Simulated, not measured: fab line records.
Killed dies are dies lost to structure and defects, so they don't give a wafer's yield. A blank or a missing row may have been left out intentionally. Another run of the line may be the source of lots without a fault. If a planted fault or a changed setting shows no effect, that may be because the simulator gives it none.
Comparing a struck lot with a sound one + flow berkeley-cmos170 + 15 steps out of a route of 331
Sound: the wafers L347.3, L347.5, L347.6. The struck wafers were L348.2, L348.4, L348.5. At the end, the cause is stated.
For every step that has rows: the tool of each side, followed by ch and its chambers, followed by its first start. Under that, the readings that differ: sound wafers + struck wafers + difference of the means + sigmas: that difference in standard deviations of wafers without a fault.
alike: a reading whose means differ by less than 2 such deviations, as well as words and numbers matching on both sides. not compared: withheld readings; readings where some wafer has no value; bounds like >300 that might hide an equal value; numbers whose values overlap and for which the record gives no deviation.
The two part at a step that has a row with sigmas, a row that says differs or no value, or rows on one side only. Numbers that don't overlap but have no deviation are shown without sigmas and don't part them. A reading missing from all wafers of one side parts the sides only when that side holds two or more wafers.

UCB170_ACTIVE_THK_MEAS_03:
  sound on film-metro-01, day 7 12:11; struck on film-metro-04, day 7 12:11
  alike: ACTIVE_OXIDE_THK
then, 2 steps without rows for these wafers: UCB170_ACTIVE_ANNEAL_04 (time 900 s); UCB170_ACTIVE_CVD_05 (deposits Si3N4 from SiH2Cl2/NH3, target thk 220 nm, time 3300 s).
UCB170_ACTIVE_THK_MEAS_06:
  sound on film-metro-04, day 7 21:10; struck on film-metro-01, day 7 21:10
  alike: ACTIVE_NITRIDE_THK
then, 6 steps without rows for these wafers: UCB170_ACTIVE_HMDS_07 (prime time 60 s); UCB170_ACTIVE_COAT_08 (resist thk 900 nm); UCB170_ACTIVE_SOFTBAKE_09 (time 60 s); UCB170_ACTIVE_EXPOSE_10 (exposes mask ACTIVE, target cd 1200 nm); UCB170_ACTIVE_PEB_11; UCB170_ACTIVE_DEVELOP_12 (develop time 45 s).
UCB170_ACTIVE_CD_MEAS_13: target cd 1200 nm.
  sound on cd-sem-02, day 7 22:05; struck on cd-sem-01, day 7 22:19
  alike: cd-nm
UCB170_ACTIVE_OVL_MEAS_14:
  sound on overlay-02, day 7 22:11; struck on overlay-01, day 7 22:25
  alike: ACTIVE_OVL
UCB170_ACTIVE_ETCH_15: etches Si3N4 in CH3F/Ar/O2, stops on SiO2, target depth 242 nm, time 151 s.
  sound on rie-diel-02 ch 0,1,2, day 7 22:12; struck on rie-diel-04 ch 0,1,3, day 7 22:27
| reading                                       | sound             | struck            | difference | sigmas      |
|-----------------------------------------------|-------------------|-------------------|------------|-------------|
| oes-product-au (a.u.)                         | 0.943 0.939 0.960 | 0.855 0.870 0.852 | -0.088     | -7          |
| rf-fwd-power-W (W)                            | 446.4 448.3 448.2 | 265.4 268.9 267.1 | -180.5     | -99 or more |
| model.KrF_of_ACTIVE_COAT_08.thk-nm (nm)       | 725.4 724.9 729   | 757.8 759.9 761.1 | +33.2      |             |
| model.etch.depth-nm (nm)                      | 220 220.5 221.5   | 186 187.6 182.9   | -35        |             |
| model.SiO2_of_ACTIVE_OXIDATION_02.thk-nm (nm) | 22.97 22.72 23.22 | 23.52 23.55 23.45 | +0.54      |             |
  alike: drypump-motor-current-A, throttle-valve-pct
  not compared: rf-hours-counter-h
UCB170_ACTIVE_STRIP_16: strips in O2.
  sound on plasma-asher-04 ch 0,1, day 7 22:20; struck on plasma-asher-03 ch 0,1, day 7 22:33
| reading                      | sound             | struck            | difference | sigmas |
|------------------------------|-------------------|-------------------|------------|--------|
| strip-time-to-endpoint-s (s) | 18.12 18.11 18.21 | 18.88 18.94 18.96 | +0.78      | +9     |
  alike: drypump-motor-current-A, oes-product-au
  not compared: rf-hours-counter-h
UCB170_ACTIVE_CD_MEAS_90: target cd 1200 nm.
  sound on cd-sem-02, day 7 22:26; struck on cd-sem-01, day 7 22:40
  alike: cd-nm

WHERE THEY PART
Last at UCB170_ACTIVE_STRIP_16 as far as this record goes, first at UCB170_ACTIVE_ETCH_15. Later steps at which nothing parts them and some readings are alike: UCB170_ACTIVE_CD_MEAS_90.

WHY: whatever the simulator had introduced
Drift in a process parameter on rie-diel-04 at UCB170_ACTIVE_ETCH_15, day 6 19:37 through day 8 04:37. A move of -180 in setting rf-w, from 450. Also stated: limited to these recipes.
